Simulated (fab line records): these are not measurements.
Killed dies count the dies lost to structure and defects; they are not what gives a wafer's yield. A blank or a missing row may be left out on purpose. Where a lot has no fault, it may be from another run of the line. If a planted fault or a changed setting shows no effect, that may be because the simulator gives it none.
fab line records	flow rit-cmos
[record] lots = 14	wafers = 42	last-day = 8
route steps=202 shown ACTIVE@1 PWELL@48 PSD@152 M1@196
lots that met no fault: from a run of the same line without faults
start-h: hours from the record's first day to the start of the lot's first wafer shown	wait-h: hours since the lot's step before	" unchanged from the row above	L1.1+2: one row covering several wafers at once	- either no value or no given start	* or withheld: withheld	< > ~ a bound
route shown NAME@n: NAME is a module with steps in the file, n the number in the route of the first one	usual: mean/standard deviation taken from wafers without a fault	same: alike in all rows	chamber/n: place in a boat	sites: readings site by site	_std_site: the standard deviation of these	_edge_site: the outer-site mean with the inner-site mean subtracted	radius-mm: for every site, how far away it sits from the centre of the wafer	mask NAME#n: copy n	behind: the most recent tool/chamber to have shaped the wafer	hold: what put the lot on hold/how long, in hours/how the hold closed	device: the transistor (n, p or np) that didn't switch	end of line: the route-end tests of the same wafers	a step without rows: its recipe alone	killed: dies lost to structure and defects at the first sort, not the wafer's yield	map: the dies of a wafer, with x for killed, . for not killed, _ for no die there
set.NAME: the setting that was run; set.NAME@STEP: the one run at that earlier step	model.NAME: the simulator's own value behind a step, which no gauge read
route steps across a sampled set of lots; one table per step, one row per wafer
services: the hour from which a tool's chamber was out of use, counted from the record's first day as start-h (under 0 if before that day), plus the number of hours and why
[[steps]]
[step RIT_ACTIVE_BOW_MEAS_00]
[recipe] mode = bow
[usual] INCOMING_BOW = 0/6.9
lot.wafer	tool	chamber	start-h	wait-h	INCOMING_BOW[um]
L839.1	film-metro-04	-	10.00	-	-2
L839.4	"	-	"	"	7
L839.6	"	-	"	"	-9
L841.2	film-metro-02	-	20.02	-	3
L841.4	"	-	"	"	-3
L841.5	"	-	"	"	2
L842.2	film-metro-04	-	25.02	-	-3
L842.4	"	-	"	"	-1
L842.6	"	-	"	"	1
L844.1	film-metro-03	-	35.00	-	4
L844.3	"	-	"	"	-9
L844.6	"	-	"	"	-6
L846.1	film-metro-04	-	45.00	-	-11
L846.2	"	-	"	"	-15
L846.6	"	-	"	"	3
L848.1	film-metro-03	-	55.00	-	10
L848.3	"	-	"	"	-9
L848.4	"	-	"	"	-3
L849.3	film-metro-04	-	60.04	-	3
L849.4	"	-	"	"	3
L849.6	"	-	"	"	8
L851.3	film-metro-04	-	70.04	-	-1
L851.4	"	-	"	"	-11
L851.5	"	-	"	"	2
L852.1	film-metro-02	-	75.00	-	-3
L852.5	"	-	"	"	2
L852.6	"	-	"	"	3
L853.3	film-metro-03	-	80.04	-	-6
L853.4	"	-	"	"	5
L853.6	"	-	"	"	4
L855.1	film-metro-03	-	90.00	-	-3
L855.2	"	-	"	"	-4
L855.3	"	-	"	"	-4
L857.2	film-metro-02	-	100.02	-	6
L857.3	"	-	"	"	11
L857.6	"	-	"	"	-2
L858.4	film-metro-02	-	105.06	-	2
L858.5	"	-	"	"	5
L858.6	"	-	"	"	-7
L862.2	film-metro-02	-	125.02	-	0
L862.3	"	-	"	"	-15
L862.5	"	-	"	"	0
[step RIT_PWELL_STRIP_09]
[recipe] chemistry = O2	time-s = 180	resist = NOVOLAK	platen-temp-c = withheld	power-w = 500	pressure-mtorr = 4000	o2-flow-sccm = 4000
[usual] chamber-pressure-mTorr = 4000/3.7	drypump-motor-current-A = 5.95/0.26
[same] time-s = 180
lot.wafer	tool	chamber	start-h	wait-h	chamber-pressure-mTorr	drypump-motor-current-A	rf-hours-counter-h
L839.1	plasma-asher-04	1	23.83	0.1	4006	5.90	39
L839.4	"	0	"	"	4000	5.79	-
L839.6	"	1	"	"	3997	5.88	-
L841.2	plasma-asher-02	1	33.49	0.1	3992	5.62	37
L841.4	"	1	"	"	4007	5.60	-
L841.5	"	1	"	"	4005	5.62	-
L842.2	plasma-asher-02	1	43.96	0.1	4008	5.59	38
L842.4	"	1	"	"	4004	5.61	-
L842.6	"	1	"	"	3998	5.60	-
L844.1	plasma-asher-02	0	48.96	0.1	3992	5.83	39
L844.3	"	0	"	"	3995	5.86	-
L844.6	"	1	"	"	4001	5.60	-
L846.1	plasma-asher-03	1	61.22	0.1	3997	5.92	29
L846.2	"	0	"	"	3991	6.41	29
L846.6	"	0	"	"	4003	6.38	-
L848.1	plasma-asher-04	1	73.16	0.1	3998	5.90	44
L848.3	"	0	"	"	4007	5.79	-
L848.4	"	1	"	"	4000	5.90	-
L849.3	plasma-asher-03	1	75.63	0.1	4002	5.92	-
L849.4	"	0	"	"	3999	6.39	-
L849.6	"	0	"	"	3998	6.39	-
L851.3	plasma-asher-03	0	87.61	0.1	4000	6.40	-
L851.4	"	1	"	"	4003	5.93	-
L851.5	"	1	"	"	3998	5.90	-
L852.1	plasma-asher-03	1	90.32	0.1	4000	5.93	33
L852.5	"	0	"	"	3997	6.38	-
L852.6	"	1	"	"	4001	5.93	-
L853.3	plasma-asher-04	0	97.41	0.1	4007	5.79	-
L853.4	"	1	"	"	4002	5.91	-
L853.6	"	1	"	"	3996	5.88	-
L855.1	plasma-asher-02	0	103.88	0.1	3996	5.82	43
L855.2	"	1	"	"	3992	5.65	43
L855.3	"	1	"	"	3999	5.62	-
L857.2	plasma-asher-02	0	118.89	0.1	4001	5.84	44
L857.3	"	1	"	"	4001	5.61	-
L857.6	"	0	"	"	4001	5.84	-
L858.4	plasma-asher-02	1	124.31	0.1	3995	5.61	-
L858.5	"	1	"	"	4001	5.60	-
L858.6	"	0	"	"	4003	5.81	-
L862.2	plasma-asher-04	1	149.37	0.1	3995	5.90	2
L862.3	"	0	"	"	4002	5.78	-
L862.5	"	0	"	"	4002	5.80	-
[step RIT_PSD_TW_MEAS_10]
[usual] PSD_TW = 3430/27
lot.wafer	tool	chamber	start-h	wait-h	PSD_TW
L839.1	film-metro-03	-	60.08	0.1	3471
L839.4	"	-	"	"	3460
L839.6	"	-	"	"	3468
L841.2	film-metro-04	-	62.38	0.1	3418
L841.4	"	-	"	"	3430
L841.5	"	-	"	"	3454
L842.2	film-metro-03	-	73.14	0.1	3481
L842.4	"	-	"	"	3499
L842.6	"	-	"	"	3510
L844.1	film-metro-04	-	80.04	0.1	3418
L844.3	"	-	"	"	3428
L844.6	"	-	"	"	3408
L846.1	film-metro-02	-	89.78	0.1	3415
L846.2	"	-	"	"	3431
L846.6	"	-	"	"	3441
L848.1	film-metro-04	-	101.42	0.1	3407
L848.3	"	-	"	"	3400
L848.4	"	-	"	"	3413
L849.3	film-metro-03	-	105.32	0.1	3463
L849.4	"	-	"	"	3463
L849.6	"	-	"	"	3460
L851.3	film-metro-04	-	114.83	0.1	3418
L851.4	"	-	"	"	3404
L851.5	"	-	"	"	3418
L852.1	film-metro-04	-	122.07	0.1	3405
L852.5	"	-	"	"	3401
L852.6	"	-	"	"	3410
L853.3	film-metro-02	-	131.96	0.1	3418
L853.4	"	-	"	"	3427
L853.6	"	-	"	"	3427
L855.1	film-metro-04	-	137.51	0.1	3403
L855.2	"	-	"	"	3399
L855.3	"	-	"	"	3404
L857.2	film-metro-04	-	158.50	0.1	3419
L857.3	"	-	"	"	3408
L857.6	"	-	"	"	3418
L858.4	film-metro-04	-	167.12	0.1	3430
L858.5	"	-	"	"	3429
L858.6	"	-	"	"	3425
L862.2	film-metro-02	-	187.30	0.1	3403
L862.3	"	-	"	"	3400
L862.5	"	-	"	"	3411
[step RIT_M1_METAL_ETCH_12]
[recipe] stop-on = SiO2	chemistry = Cl2/BCl3	target = Al	time-s = 165	over-etch-frac = 0.5	pressure-mtorr = 100	target-depth-a = 6000	rf-w = 250	Cl2_flow_sccm = 60	bcl3-flow-sccm = 50
[usual] chamber-pressure-mTorr = 100.00/0.097	drypump-motor-current-A = 5.71/0.26	he-backside-leak-sccm = 3.31/0.23	mfc-cl2-sccm = 60.03/0.19	oes-product-au = 0.781/0.011	throttle-valve-pct = 8.26/0.13
[same] time-s = 165
lot.wafer	tool	chamber	start-h	wait-h	chamber-pressure-mTorr	drypump-motor-current-A	he-backside-leak-sccm	mfc-cl2-sccm	oes-product-au	rf-hours-counter-h	throttle-valve-pct
L839.1	rie-metal-02	1	65.97	0.2	99.91	6.04	3.44	60.04	0.783	2.5	8.08
L839.4	"	1	"	"	99.90	6.06	3.44	59.96	0.780	-	8.07
L839.6	"	0	"	"	99.93	5.38	3.13	60.21	0.778	-	8.38
L841.2	rie-metal-01	0	67.90	0.2	100.05	5.86	3.25	60.34	0.793	4.1	8.27
L841.4	"	1	"	"	100.06	5.63	3.43	59.96	0.783	-	8.12
L841.5	"	1	"	"	99.89	5.61	2.83	60.25	0.788	-	8.09
L842.2	rie-metal-02	1	78.78	0.2	99.98	6.05	3.25	60.05	0.788	2.7	8.07
L842.4	"	0	"	"	100.03	5.41	3.18	60.20	0.755	-	8.41
L842.6	"	0	"	"	99.96	5.37	3.22	60.16	0.773	-	8.40
L844.1	rie-metal-01	1	85.76	0.2	99.78	5.62	3.03	60.21	0.786	4.3	8.11
L844.3	"	0	"	"	99.91	5.85	3.02	60.21	0.787	-	8.26
L844.6	"	1	"	"	99.80	5.60	3.18	60.05	0.795	-	8.11
L846.1	rie-metal-03	1	95.53	0.2	99.94	5.82	3.46	60.07	0.791	0.9	8.31
L846.2	"	0	"	"	100.05	5.20	3.73	60.16	0.769	0.9	8.44
L846.6	"	0	"	"	99.90	5.17	3.48	59.96	0.774	-	8.43
L848.1	rie-metal-02	1	106.92	0.2	99.98	6.05	3.25	60.15	0.777	3.1	8.09
L848.3	"	0	"	"	100.02	5.39	3.19	60.18	0.771	-	8.40
L848.4	"	1	"	"	99.96	6.05	3.38	59.76	0.782	-	8.07
L849.3	rie-metal-03	0	110.99	0.2	100.02	5.20	3.34	60.11	0.775	-	8.44
L849.4	"	1	"	"	99.89	5.82	3.53	59.91	0.792	-	8.35
L849.6	"	1	"	"	100.14	5.82	3.42	59.89	0.786	-	8.34
L851.3	rie-metal-02	0	120.38	0.2	99.90	5.37	3.25	59.87	0.760	-	8.41
L851.4	"	1	"	"	100.19	6.04	3.33	60.24	0.771	-	8.07
L851.5	"	0	"	"	99.98	5.38	3.12	60.18	0.749	-	8.39
L852.1	rie-metal-03	1	127.69	0.2	100.02	5.81	3.36	60.02	0.791	1.3	8.33
L852.5	"	1	"	"	100.02	5.84	3.52	60.11	0.786	-	8.33
L852.6	"	1	"	"	100.10	5.81	3.44	60.21	0.787	-	8.34
L853.3	rie-metal-01	1	137.77	0.2	100.02	5.60	3.41	59.96	0.774	-	8.14
L853.4	"	0	"	"	100.06	5.88	3.22	60.09	0.784	-	8.25
L853.6	"	0	"	"	100.00	5.88	3.14	60.16	0.783	-	8.26
L855.1	rie-metal-03	1	143.15	0.2	100.01	5.81	3.37	59.76	0.780	1.6	8.32
L855.2	"	1	"	"	100.08	5.82	3.37	60.00	0.783	-	8.34
L855.3	"	1	"	"	99.92	5.82	3.27	59.96	0.772	-	8.34
L857.2	rie-metal-02	0	164.11	0.2	100.02	5.37	3.04	59.66	0.761	3.6	8.38
L857.3	"	0	"	"	99.93	5.39	3.01	59.92	0.769	-	8.39
L857.6	"	0	"	"	100.01	5.40	3.15	59.73	0.756	-	8.38
L858.4	rie-metal-03	1	172.82	0.2	99.87	5.81	4.56	60.20	0.793	-	8.33
L858.5	"	1	"	"	99.89	5.81	3.37	60.10	0.786	-	8.33
L858.6	"	1	"	"	100.08	5.80	3.50	59.95	0.786	-	8.35
L862.2	rie-metal-01	0	192.84	0.2	99.92	5.85	3.14	60.15	0.792	5.6	8.24
L862.3	"	1	"	"	100.09	5.59	3.27	60.00	0.790	-	8.10
L862.5	"	0	"	"	99.87	5.86	3.00	59.76	0.803	-	8.27
[step RIT_M1_CD_MEAS_90]
[recipe] target-cd-nm = 2600
[usual] cd-nm = 2599.3/2.2
lot.wafer	tool	chamber	start-h	wait-h	hold	cd-nm
L839.1	cd-sem-02	-	66.50	0.1	-	2601.6
L839.4	"	-	"	"	-	2599.8
L839.6	"	-	"	"	-	2600.7
L841.2	cd-sem-01	-	68.44	0.1	-	2599.1
L841.4	"	-	"	"	-	2601.2
L841.5	"	-	"	"	-	2603.7
L842.2	cd-sem-01	-	79.31	0.1	-	2600.6
L842.4	"	-	"	"	-	2600.3
L842.6	"	-	"	"	-	2601.8
L844.1	cd-sem-01	-	86.27	0.1	-	2599.6
L844.3	"	-	"	"	-	2599.9
L844.6	"	-	"	"	-	2600.2
L846.1	cd-sem-01	-	96.06	0.1	-	2592.6
L846.2	"	-	"	"	-	2597.6
L846.6	"	-	"	"	-	2597.6
L848.1	cd-sem-01	-	107.52	0.2	-	2601.2
L848.3	"	-	"	"	-	2600.8
L848.4	"	-	"	"	-	2601.1
L849.3	cd-sem-01	-	111.51	0.1	-	2600.7
L849.4	"	-	"	"	-	2602.5
L849.6	"	-	"	"	-	2599.2
L851.3	cd-sem-01	-	121.00	0.2	-	2598.7
L851.4	"	-	"	"	-	2598.9
L851.5	"	-	"	"	-	2598.1
L852.1	cd-sem-01	-	128.39	0.1	-	2603.0
L852.5	"	-	"	"	-	2600.3
L852.6	"	-	"	"	-	2603.5
L853.3	cd-sem-01	-	138.27	0.1	-	2598.1
L853.4	"	-	"	"	-	2596.6
L853.6	"	-	"	"	-	2598.0
L855.1	cd-sem-02	-	143.83	0.1	await-dispo/0.2h/release	2606.1
L855.2	"	-	"	"	await-dispo/0.2h/release	2607.8
L855.3	"	-	"	"	await-dispo/0.2h/release	2606.4
L855.1	cd-sem-02	-	144.11	0.3	-	2606.3
L855.2	"	-	"	"	-	2607.2
L855.3	"	-	"	"	-	2606.6
L857.2	cd-sem-01	-	164.66	0.1	-	2597.6
L857.3	"	-	"	"	-	2596.4
L857.6	"	-	"	"	-	2594.9
L858.4	cd-sem-01	-	173.41	0.1	-	2608.1
L858.5	"	-	"	"	-	2607.1
L858.6	"	-	"	"	-	2608.1
L862.2	cd-sem-02	-	193.37	0.1	-	2595.6
L862.3	"	-	"	"	-	2597.2
L862.5	"	-	"	"	-	2597.2
[[services]]
tool	chamber	start-h	hours	kind
plasma-asher-04	-	7.50	5.9	repair
rie-metal-03	0	14.38	-	clean
rie-metal-03	1	14.38	-	clean
rie-metal-01	-	20.49	0.5	repair
plasma-asher-02	-	30.61	0.4	repair
plasma-asher-02	-	83.87	14.6	pm
rie-metal-01	-	90.10	0.4	repair
plasma-asher-04	-	108.75	9.0	pm
plasma-asher-04	0	108.75	9.0	vent-cycle
plasma-asher-04	1	108.75	9.0	vent-cycle
plasma-asher-04	0	117.75	-	clean
plasma-asher-04	1	117.75	-	clean
rie-metal-02	-	125.88	1.9	repair
plasma-asher-04	-	146.74	1.6	repair
rie-metal-01	1	153.16	5.3	repair
rie-metal-01	-	166.61	0.3	repair
plasma-asher-02	-	171.97	1.6	repair
[[key]]
[first-sign] step = RIT_M1_CD_MEAS_90	reading = visit	direction = added
[effect] step = RIT_M1_CD_MEAS_90	reading = cd-nm	direction = up	sigmas = 3.6	usual = 2599.3	struck = 2607.2
met-at RIT_M1_METAL_ETCH_12
struck-lots L855,L858
sort-left-out L855.1,L855.2,L855.3,L858.4,L858.5,L858.6
not-acting-at RIT_ACTIVE_BOW_MEAS_00,RIT_PWELL_STRIP_09,RIT_PSD_TW_MEAS_10
onset-between 127.69 143.15
[fault] kind = process-parameter-drift	tool = rie-metal-03	chamber = -	onset-h = 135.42	steps = RIT_M1_METAL_ETCH_12	channel = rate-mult	offset = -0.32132	shape = step	end-h = 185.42
// sort-left-out: the simulated sort isn't trusted on such a fault, so these wafers' sort isn't shown, and their yield isn't known
